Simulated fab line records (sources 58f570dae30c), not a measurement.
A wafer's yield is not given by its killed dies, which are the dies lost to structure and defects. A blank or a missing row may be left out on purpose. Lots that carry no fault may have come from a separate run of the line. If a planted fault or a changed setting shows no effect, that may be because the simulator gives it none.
Which of the tools did it? + flow berkeleyCmos170 + 45 wafers from 15 lots sampled at 4 of the route's 331 steps

== WHAT THE GAUGES READ, wafer by wafer ==
UCB170_V2_CD_MEAS_12 targets a cd of 700 nm. Usual: cdNm 699.9 nm, standard deviation 1.5.
| lot  | measured     | on       | cdNm (nm)         | flag |
|------|--------------|----------|-------------------|------|
| L338 | day 8 12:07  | cdSem-02 | 700.7 700.1 700.9 |      |
| L339 | day 8 13:09  | cdSem-02 | 697.7 697.3 696.3 |      |
| L341 | day 8 14:01  | cdSem-02 | 700.0 701.7 702.4 |      |
| L342 | day 9 10:01  | cdSem-01 | 698.7 700.2 699.6 |      |
| L344 | day 9 20:05  | cdSem-02 | 697.1 696.8 695.8 |      |
| L352 | day 11 05:13 | cdSem-02 | 698.4 698.3 698.8 |      |
| L354 | day 11 17:31 | cdSem-02 | 701.8 700.8 702.2 |      |
| L353 | day 11 18:55 | cdSem-01 | 699.6 699.4 700.7 |      |
| L355 | day 11 22:28 | cdSem-01 | 698.8 698.4 699.2 |      |
| L359 | day 12 09:55 | cdSem-01 | 701.6 700.2 699.5 |      |
| L358 | day 12 10:07 | cdSem-01 | 697.8 699.2 699.0 |      |
| L357 | day 12 10:09 | cdSem-02 | 701.8 700.4 699.6 |      |

== WHICH TOOL RAN EACH LOT (tool, then ch and the chambers of the sampled wafers, then the start) ==
| lot  | UCB170_CONTACT_STRIP_19             | UCB170_M1_METAL_ETCH_12          | UCB170_V1_STRIP_15                  |
|------|-------------------------------------|----------------------------------|-------------------------------------|
| L338 | plasmaAsher-03 ch 0,1, day 7 20:25  | rieMetal-02 ch 0,1, day 7 22:13  | plasmaAsher-04 ch 0,1, day 8 05:53  |
| L339 | plasmaAsher-03 ch 1, day 7 20:48    | rieMetal-03 ch 0,1, day 7 22:41  | plasmaAsher-02 ch 0,1, day 8 06:08  |
| L341 | plasmaAsher-01 ch 0, day 7 22:27    | rieMetal-02 ch 0, day 8 00:26    | plasmaAsher-01 ch 0,1, day 8 07:20  |
| L342 | plasmaAsher-02 ch 0,1, day 8 18:34  | rieMetal-01 ch 0,1, day 8 20:29  | plasmaAsher-01 ch 0, day 9 05:25    |
| L344 | plasmaAsher-03 ch 0,1, day 9 01:55  | rieMetal-02 ch 0,1, day 9 03:35  | plasmaAsher-02 ch 0,1, day 9 13:24  |
| L346 | plasmaAsher-03 ch 0, day 9 03:14    | rieMetal-01 ch 0,1, day 9 05:21  | plasmaAsher-02 ch 0,1, day 9 14:31  |
| L345 | plasmaAsher-01 ch 0, day 9 03:29    | rieMetal-02 ch 0,1, day 9 05:31  | plasmaAsher-04 ch 0,1, day 9 14:24  |
| L349 | plasmaAsher-03 ch 0,1, day 9 20:46  | rieMetal-03 ch 0,1, day 10 00:26 | plasmaAsher-01 ch 0,1, day 10 09:07 |
| L352 | plasmaAsher-01 ch 0,1, day 10 14:16 | rieMetal-03 ch 0,1, day 10 17:13 | plasmaAsher-04 ch 0,1, day 10 23:35 |
| L354 | plasmaAsher-03 ch 0,1, day 10 23:37 | rieMetal-01 ch 0,1, day 11 02:41 | plasmaAsher-01 ch 0,1, day 11 11:16 |
| L353 | plasmaAsher-01 ch 0,1, day 11 04:19 | rieMetal-03 ch 0,1, day 11 06:16 | plasmaAsher-02 ch 0,1, day 11 11:32 |
| L355 | plasmaAsher-02 ch 0,1, day 11 07:19 | rieMetal-01 ch 0, day 11 09:41   | plasmaAsher-01 ch 0,1, day 11 17:10 |
| L359 | plasmaAsher-03 ch 0,1, day 11 12:14 | rieMetal-02 ch 0,1, day 11 16:03 | plasmaAsher-01 ch 0,1, day 12 00:11 |
| L358 | plasmaAsher-03 ch 0,1, day 11 12:30 | rieMetal-03 ch 0,1, day 11 16:11 | plasmaAsher-02 ch 0,1, day 11 23:55 |
| L357 | plasmaAsher-03 ch 0,1, day 11 12:50 | rieMetal-02 ch 0,1, day 11 16:16 | plasmaAsher-02 ch 0,1, day 12 00:19 |
- UCB170_CONTACT_STRIP_19: strips in O2.
- UCB170_M1_METAL_ETCH_12: etches Al in Cl2/BCl3, stops on PSG, target depth 780 nm, time 130 s.
- UCB170_V1_STRIP_15: strips in O2.

== AS READ BY THE TOOLS THEMSELVES (means over the sampled wafers that have a number; for cases with no such wafer, the mark the record gives instead) ==
UCB170_CONTACT_STRIP_19. Usual: chamberPressureMTorr 3500.3 mTorr, standard deviation 2.9; drypumpMotorCurrentA 5.4 A, standard deviation 0.49; oesProductAu 0.725 a.u., standard deviation 0.0042.
| lot  | tool           | chamberPressureMTorr (mTorr) | drypumpMotorCurrentA (A) | oesProductAu (a.u.) | flag |
|------|----------------|------------------------------|--------------------------|---------------------|------|
| L338 | plasmaAsher-03 | 3497.5                       | 5.2                      | 0.721               |      |
| L339 | plasmaAsher-03 | 3504.4                       | 5.2                      | 0.727               |      |
| L341 | plasmaAsher-01 | 3502.2                       | 5.7                      | 0.728               |      |
| L342 | plasmaAsher-02 | 3501.4                       | 5.0                      | 0.723               |      |
| L344 | plasmaAsher-03 | 3498.6                       | 5.2                      | 0.723               |      |
| L346 | plasmaAsher-03 | 3503.4                       | 5.2                      | 0.725               |      |
| L345 | plasmaAsher-01 | 3501.3                       | 5.7                      | 0.723               |      |
| L349 | plasmaAsher-03 | 3499.5                       | 5.2                      | 0.724               |      |
| L352 | plasmaAsher-01 | 3501.1                       | 6.2                      | 0.722               |      |
| L354 | plasmaAsher-03 | 3502.4                       | 5.2                      | 0.724               |      |
| L353 | plasmaAsher-01 | 3502.2                       | 6.0                      | 0.723               |      |
| L355 | plasmaAsher-02 | 3501.0                       | 5.0                      | 0.728               |      |
| L359 | plasmaAsher-03 | 3502.2                       | 5.2                      | 0.726               |      |
| L358 | plasmaAsher-03 | 3498.6                       | 5.2                      | 0.728               |      |
| L357 | plasmaAsher-03 | 3501.3                       | 5.2                      | 0.726               |      |

UCB170_M1_METAL_ETCH_12. Usual: bcl3FlowSccm 44.99 sccm, standard deviation 0.13; chamberPressureMTorr 12.001 mTorr, standard deviation 0.01; drypumpMotorCurrentA 5.6 A, standard deviation 0.39; heBacksideLeakSccm 3.28 sccm, standard deviation 0.29; oesProductAu 0.862 a.u., standard deviation 0.0093; throttleValvePct 24.18 %, standard deviation 0.22.
| lot  | tool        | bcl3FlowSccm (sccm) | chamberPressureMTorr (mTorr) | drypumpMotorCurrentA (A) | heBacksideLeakSccm (sccm) | oesProductAu (a.u.) | throttleValvePct (%) | flag |
|------|-------------|---------------------|------------------------------|--------------------------|---------------------------|---------------------|----------------------|------|
| L338 | rieMetal-02 | 45.04               | 11.999                       | 5.3                      | 3.12                      | 0.863               | 24.06                |      |
| L339 | rieMetal-03 | 45.18               | 12.001                       | 5.9                      | 3.29                      | 0.860               | 24.35                |      |
| L341 | rieMetal-02 | 44.98               | 12.008                       | 5.5                      | 3.43                      | 0.865               | 24.28                |      |
| L342 | rieMetal-01 | 44.88               | 12.000                       | 5.6                      | 3.24                      | 0.863               | 24.21                |      |
| L344 | rieMetal-02 | 45.01               | 12.003                       | 5.4                      | 3.18                      | 0.862               | 24.17                |      |
| L346 | rieMetal-01 | 44.90               | 11.999                       | 5.6                      | 3.17                      | 0.865               | 24.23                |      |
| L345 | rieMetal-02 | 45.04               | 12.004                       | 5.4                      | 3.40                      | 0.865               | 24.17                |      |
| L349 | rieMetal-03 | 44.95               | 12.008                       | 5.7                      | 3.43                      | 0.858               | 24.13                |      |
| L352 | rieMetal-03 | 44.85               | 12.005                       | 5.7                      | 3.39                      | 0.849               | 24.14                |      |
| L354 | rieMetal-01 | 44.97               | 11.998                       | 5.4                      | 3.26                      | 0.860               | 24.16                |      |
| L353 | rieMetal-03 | 44.86               | 12.000                       | 6.0                      | 3.29                      | 0.860               | 24.34                |      |
| L355 | rieMetal-01 | 45.13               | 12.005                       | 5.1                      | 3.22                      | 0.863               | 24.11                |      |
| L359 | rieMetal-02 | 45.08               | 11.993                       | 5.3                      | 3.23                      | 0.867               | 24.06                |      |
| L358 | rieMetal-03 | 44.93               | 12.004                       | 5.7                      | 3.45                      | 0.870               | 24.13                |      |
| L357 | rieMetal-02 | 45.04               | 12.002                       | 5.4                      | 3.13                      | 0.856               | 24.07                |      |

UCB170_V1_STRIP_15. Usual: chamberPressureMTorr 3500 mTorr, standard deviation 3.3; drypumpMotorCurrentA 5.7 A, standard deviation 0.64; oesProductAu 0.721 a.u., standard deviation 0.0043; stripTimeToEndpointS 15.28 s, standard deviation 0.076.
| lot  | tool           | chamberPressureMTorr (mTorr) | drypumpMotorCurrentA (A) | oesProductAu (a.u.) | stripTimeToEndpointS (s) | flag |
|------|----------------|------------------------------|--------------------------|---------------------|--------------------------|------|
| L338 | plasmaAsher-04 | 3500                         | 6.3                      | 0.717               | 15.35                    |      |
| L339 | plasmaAsher-02 | 3501                         | 5.0                      | 0.722               | 15.21                    |      |
| L341 | plasmaAsher-01 | 3501                         | 5.9                      | 0.719               | 15.30                    |      |
| L342 | plasmaAsher-01 | 3501                         | 5.7                      | 0.720               | 15.34                    |      |
| L344 | plasmaAsher-02 | 3500                         | 5.0                      | 0.723               | 15.26                    |      |
| L346 | plasmaAsher-02 | -                            | -                        | -                   | -                        | OFF  |
| L345 | plasmaAsher-04 | -                            | -                        | -                   | -                        | OFF  |
| L349 | plasmaAsher-01 | -                            | -                        | -                   | -                        | OFF  |
| L352 | plasmaAsher-04 | 3498                         | 6.3                      | 0.723               | 15.29                    |      |
| L354 | plasmaAsher-01 | 3502                         | 6.3                      | 0.721               | 15.38                    |      |
| L353 | plasmaAsher-02 | 3501                         | 5.0                      | 0.714               | 15.24                    |      |
| L355 | plasmaAsher-01 | 3500                         | 6.0                      | 0.723               | 15.28                    |      |
| L359 | plasmaAsher-01 | 3497                         | 5.9                      | 0.725               | 15.32                    |      |
| L358 | plasmaAsher-02 | 3502                         | 5.0                      | 0.717               | 15.25                    |      |
| L357 | plasmaAsher-02 | 3498                         | 5.1                      | 0.725               | 15.24                    |      |

== THE ANSWER, worked out from the rows above alone ==
Rule: lot off if the mean of its wafers having a number is beyond 3 standard deviations from the usual mean. A lot without any number at a reading at which 4 lots or more have one is off too. Where the step has rows for the other lots, those lots are counted as sound. The gauges are gone through in route order, then the tools' own readings, and for those a lot's mean is taken as printed above. At the first step where some lot is off, the reading lying furthest off is the one used; lots without a number count as furthest.
Off, at UCB170_V1_STRIP_15 on chamberPressureMTorr: L346, L345, L349. Without a number there: L346, L345, L349.
A tool fits if, at that step or a process step before it, it ran every lot that is off, and no sound lot after the first of them. No candidate that was tried fits.

== WHAT THE SIMULATOR PUT IN ==
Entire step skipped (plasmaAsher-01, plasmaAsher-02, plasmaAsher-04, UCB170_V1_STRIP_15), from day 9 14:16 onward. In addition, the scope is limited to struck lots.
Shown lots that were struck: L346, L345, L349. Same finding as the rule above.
